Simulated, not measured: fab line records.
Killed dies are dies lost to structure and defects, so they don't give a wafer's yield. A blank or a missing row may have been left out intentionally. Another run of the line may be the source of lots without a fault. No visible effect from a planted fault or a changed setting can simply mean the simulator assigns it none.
Comparing a struck lot with a sound one	flow berkeleyCmos170	16 out of 331 route steps
Sound: wafers L229.1, L229.5, L229.6. Struck: wafers L238.4, L238.5, L238.6. Last of all comes the cause.
For every step that has rows: the tool of each side, followed by ch and its chambers, followed by its first start. Under that, the readings that differ: sound wafers	struck wafers	difference of the means	sigmas: that difference in standard deviations of wafers without a fault.
alike: same words and numbers on both sides, and readings whose means sit less than 2 such deviations apart. not compared: any withheld reading, any reading some wafer has no value for, any bound like >300 that may hide the same value, and any number with overlapping values for which the record gives no deviation.
Wherever a step has rows on one side only, a row that says differs or no value, or a row with sigmas, the two part there. Non-overlapping numbers with no deviation appear without sigmas and do not part them. Lack of a reading on every wafer of one side parts them only where that side has two or more wafers.

UCB170_ACTIVE_OVL_MEAS_14:
  struck on overlay-01, day 7 17:19; sound on overlay-01, day 6 09:49
  alike: ACTIVE_OVL
UCB170_ACTIVE_ETCH_15: etches Si3N4 in CH3F/Ar/O2, stops on SiO2, target depth 242 nm, time 151 s.
  sound on rieDiel-02 ch 0,2,3, day 6 09:51; struck on rieDiel-02 ch 0,1,2, day 7 17:20
reading	sound	struck	difference	sigmas
oesProductAu (a.u.)	0.934 0.937 0.927	0.950 0.958 0.969	+0.026	+2
  alike: drypumpMotorCurrentA, mfcArSccm, throttleValvePct
  not compared: rfHoursCounterH
UCB170_ACTIVE_STRIP_16: strips in O2.
  sound on plasmaAsher-03 ch 0,1, day 6 09:57; struck on plasmaAsher-01 ch 0,1, day 7 17:28
  alike: drypumpMotorCurrentA, oesProductAu, stripTimeToEndpointS
  not compared: rfHoursCounterH
UCB170_ACTIVE_CD_MEAS_90 targets a cd of 1200 nm.
  struck on cdSem-01, day 7 17:35; sound on cdSem-01, day 6 10:03
  alike: cdNm
then, 7 steps without rows for these wafers: UCB170_ACTIVE_CLEAN_17 (cleans in SPM, time 600 s); UCB170_PFIELD_HMDS_00 (prime time 60 s); UCB170_PFIELD_COAT_01 (resist thk 900 nm); UCB170_PFIELD_SOFTBAKE_02 (time 60 s); UCB170_PFIELD_EXPOSE_03 (exposes mask PFIELD, target cd 1500 nm); UCB170_PFIELD_PEB_04; UCB170_PFIELD_DEVELOP_05 (develop time 45 s).
UCB170_PFIELD_OVL_MEAS_06:
  struck on overlay-01, day 7 18:47; sound on overlay-02, day 6 12:50
  alike: PFIELD_OVL
UCB170_PFIELD_IMPLANT_07:
  sound on implanter-02 ch 0, day 6 12:53; struck on implanter-02 ch 0, day 7 18:52
reading	sound	struck	difference	sigmas
doseIonsCm2	2.0005e+13 1.9977e+13 1.9996e+13	1.8818e+13 1.8811e+13 1.8815e+13	-1.1780e+12	-49
faradayCurrentUA	61.8 64.2 64.0	59.4 59.4 59.5	-3.9	-3
UCB170_PFIELD_STRIP_08: strips in O2.
  sound on plasmaAsher-01 ch 0,1, day 6 13:02; struck on plasmaAsher-03 ch 0,1, day 7 18:59
reading	sound	struck	difference	sigmas
stripTimeToEndpointS (s)	21.78 21.71 21.70	21.58 21.60 21.63	-0.13	-2
  alike: drypumpMotorCurrentA, oesProductAu
  not compared: rfHoursCounterH
UCB170_PFIELD_TW_MEAS_09:
  struck on filmMetro-04, day 7 19:22; sound on filmMetro-04, day 6 13:08
reading	sound	struck	difference	sigmas
PFIELD_TW	604.8 607.4 606.8	593.6 591.3 589.0	-15.0	-6
  not compared: hold
UCB170_M3_PROBE_99:
  rows exist in the record for the sound wafers here (prober-02, day 10 08:44), none for the struck ones

== WHERE THEY PART ==
Last at UCB170_M3_PROBE_99 as far as this record goes, first at UCB170_ACTIVE_ETCH_15.

WHY: the cause the simulator had injected
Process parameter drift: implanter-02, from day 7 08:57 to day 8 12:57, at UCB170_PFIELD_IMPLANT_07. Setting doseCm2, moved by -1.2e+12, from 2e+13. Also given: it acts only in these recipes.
